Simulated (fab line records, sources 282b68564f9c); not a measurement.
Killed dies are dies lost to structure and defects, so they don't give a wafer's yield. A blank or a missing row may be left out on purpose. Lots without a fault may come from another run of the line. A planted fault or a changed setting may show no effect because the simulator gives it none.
fab line records | flow rit_cmos
record lots=14 wafers=42 last_day=7
route steps=202 shown CONTACT@168 M1@202
lots that met no fault: from a run of the same line without faults
start_h: hours from the record's first day to the start of the lot's first wafer shown | wait_h: hours since the lot's step before | " the same as in the row above | L1.1+2: a row that stands for several wafers | - no value, or no start given | * or withheld: withheld | < > ~ a bound
route shown NAME@n: a module of which the file shows steps, and the number in the route of the first | usual: mean/standard deviation of fault-free wafers | same: alike in all rows | chamber/n: place in a boat | sites: the reading at each site | _std_site: their standard deviation | _edge_site: outer sites' mean less inner sites' | radius_mm: how far each site lies from the wafer's centre | mask NAME#n: copy n | behind: the tool/chamber that last shaped the wafer | hold: why the lot was held/for how many hours/how that ended | device: the transistor (n, p or np) that didn't switch | end of line: the same wafers' tests at the end of the route | a step without rows: its recipe alone | killed: dies lost to structure and defects at the first sort, not the wafer's yield | map: a wafer's dies, x killed, . not, _ none there
set.NAME: the setting as run; set.NAME@STEP: as run at that earlier step | model.NAME: the simulator's own value behind a step, which no gauge read
steps of the route over a sample of lots; a table a step, a row a wafer
services: from which hour (start_h, from the record's first day; less than 0 if before it) a tool's chamber was out of use, for how many hours, and why
## steps
# step RIT_CONTACT_CVD_00
# recipe material=SiO2 target_thk_nm=400 precursor=TEOS temp_c=390 time_s=61 rf_w=400
# usual heater_power_w=327/44
# columns lot.wafer tool chamber start_h wait_h heater_power_w
L716.1 pecvd-04 2 53.39 0.1 312
L716.4 " 1 " " 426
L716.5 " 2 " " 345
L717.2 pecvd-02 0 61.64 0.0 376
L717.4 " 0 " " 284
L717.6 " 1 " " 238
L718.2 pecvd-03 1 66.94 0.0 277
L718.3 " 2 " " 364
L718.5 " 0 " " 257
L719.1 pecvd-04 1 73.55 0.1 385
L719.3 " 2 " " 375
L719.4 " 1 " " 397
L720.2 pecvd-02 1 77.71 0.0 312
L720.4 " 2 " " 340
L720.6 " 0 " " 330
L722.2 pecvd-04 2 86.32 0.0 326
L722.4 " 2 " " 341
L722.5 " 0 " " 345
L723.2 pecvd-02 0 91.45 0.0 356
L723.4 " 1 " " 275
L723.6 " 0 " " 368
L728.1 pecvd-04 2 114.83 0.1 367
L728.4 " 1 " " 411
L728.5 " 0 " " 300
L731.1 pecvd-04 2 131.09 0.1 355
L731.5 " 0 " " 349
L731.6 " 1 " " 393
L732.1 pecvd-02 1 133.01 0.1 279
L732.2 " 0 " " 383
L732.4 " 0 " " 292
L733.2 pecvd-03 1 140.59 0.0 268
L733.3 " 2 " " 363
L733.6 " 0 " " 332
L735.1 pecvd-02 2 150.99 0.1 367
L735.2 " 0 " " 315
L735.5 " 0 " " 329
L738.1 pecvd-02 1 165.10 0.1 311
L738.2 " 0 " " 292
L738.4 " 2 " " 291
L739.2 pecvd-03 1 167.91 0.0 273
L739.5 " 0 " " 252
L739.6 " 2 " " 338
# step RIT_CONTACT_THK_MEAS_01
# recipe reads=SiO2_of_CONTACT_CVD_00
# usual CONTACT_TEOS_THK=399/5
# columns lot.wafer tool chamber start_h wait_h CONTACT_TEOS_THK[nm]
L716.1 film_metro-02 - 53.44 0.0 400
L716.4 " - " " 406
L716.5 " - " " 409
L717.2 film_metro-03 - 61.70 0.0 387
L717.4 " - " " 398
L717.6 " - " " 400
L718.2 film_metro-03 - 67.00 0.0 394
L718.3 " - " " 394
L718.5 " - " " 400
L719.1 film_metro-03 - 73.60 0.0 395
L719.3 " - " " 395
L719.4 " - " " 403
L720.2 film_metro-01 - 77.77 0.0 393
L720.4 " - " " 397
L720.6 " - " " 401
L722.2 film_metro-03 - 86.38 0.0 397
L722.4 " - " " 401
L722.5 " - " " 406
L723.2 film_metro-02 - 91.51 0.0 400
L723.4 " - " " 406
L723.6 " - " " 405
L728.1 film_metro-03 - 114.88 0.0 392
L728.4 " - " " 565
L728.5 " - " " 401
L731.1 film_metro-03 - 131.14 0.0 393
L731.5 " - " " 406
L731.6 " - " " 565
L732.1 film_metro-03 - 133.06 0.0 392
L732.2 " - " " 396
L732.4 " - " " 403
L733.2 film_metro-01 - 140.65 0.0 400
L733.3 " - " " 395
L733.6 " - " " 396
L735.1 film_metro-03 - 151.04 0.0 391
L735.2 " - " " 386
L735.5 " - " " 400
L738.1 film_metro-01 - 165.15 0.0 386
L738.2 " - " " 392
L738.4 " - " " 404
L739.2 film_metro-02 - 167.97 0.0 398
L739.5 " - " " 402
L739.6 " - " " 399
# step RIT_M1_PROBE_99
# usual killed_at_contacts=0.1/0.3 killed_at_front_end=6.7/2.6 killed_dies=6.8/2.6 killed_on_rim=1.9/1.3 killed_open=3.3/1.7 killed_short=3.4/2
# same gross_dies=264 killed_at_M0_to_M3=0 killed_at_M4_up=0 killed_at_back_side=0 killed_at_other=0
# columns lot.wafer tool chamber start_h wait_h killed_at_contacts killed_at_front_end killed_dies killed_on_rim killed_open killed_short
L728.1 prober-01 - 121.69 0.1 0 5 5 3 3 2
L728.4 prober-01 - 121.84 0.2 252 12 264 70 4 8
L728.5 prober-01 - 121.89 0.2 0 7 7 2 2 5
L731.1 prober-01 - 137.47 0.1 0 5 5 1 5 0
L731.5 prober-01 - 137.67 0.2 0 8 8 3 6 2
L731.6 prober-01 - 137.72 0.2 259 5 264 70 2 3
# killed by level:class
L728.1 GATE:geometric_particle:open=2 ACTIVE:geometric_particle:open=1 GATE:geometric_particle:short=1 SPACER:geometric_particle:short=1
L728.4 CONTACT:area_etch=252 GATE:geometric_particle:short=4 GATE:geometric_particle:open=3 SILICIDE:geometric_particle:short=3 FOX1:geometric_particle:open=1 SPACER:geometric_particle:short=1
L728.5 GATE:geometric_particle:short=3 GATE:geometric_particle:open=2 SPACER:geometric_particle:short=2
L731.1 REOX:geometric_particle:open=3 SPACER:geometric_particle:open=1 SILICIDE:geometric_particle:open=1
L731.5 FOX2:geometric_particle:open=2 GATE:geometric_particle:open=2 SPACER:geometric_particle:open=2 GATE:geometric_particle:short=1 REOX:geometric_particle:short=1
L731.6 CONTACT:area_etch=259 REOX:geometric_particle:short=2 GATE:geometric_particle:short=1 SPACER:geometric_particle:open=1 SILICIDE:geometric_particle:open=1
## services
# columns tool chamber start_h hours kind
pecvd-03 - 128.00 2.2 repair
pecvd-04 - 148.77 5.5 pm
pecvd-02 - 167.45 1.3 repair
## key
first_sign step=RIT_CONTACT_THK_MEAS_01 reading=CONTACT_TEOS_THK direction=up sigmas=33 usual=399 struck=565
effect step=RIT_M1_PROBE_99 reading=killed_at_contacts direction=up sigmas=99+ usual=0.1 struck=255.5
more_kills_born_at RIT_CONTACT_ETCH_11@rie_diel-02=511
met_at RIT_CONTACT_CVD_00
struck_lots L728,L731
struck_wafers L728.4,L731.6
later_rows_left_out L728.4,L731.6
tester_left_out L728,L731
onset_between 73.55 114.83
fault kind=process_parameter_drift tool=pecvd-04 chamber=1 onset_h=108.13 steps=RIT_CONTACT_CVD_00 channel=target_thk_nm offset=160 shape=step end_h=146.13 stated=400
# tester_left_out: of these lots the tester's yield and bins aren't shown, on N5 and GAA mostly nor the transistor test; their killed dies are dies lost to structure and defects alone, not to doping, threshold or leakage, so they don't give the yield
# later_rows_left_out: the simulator's readings of these wafers behind a module that went badly wrong aren't trusted and aren't shown, but for the sort
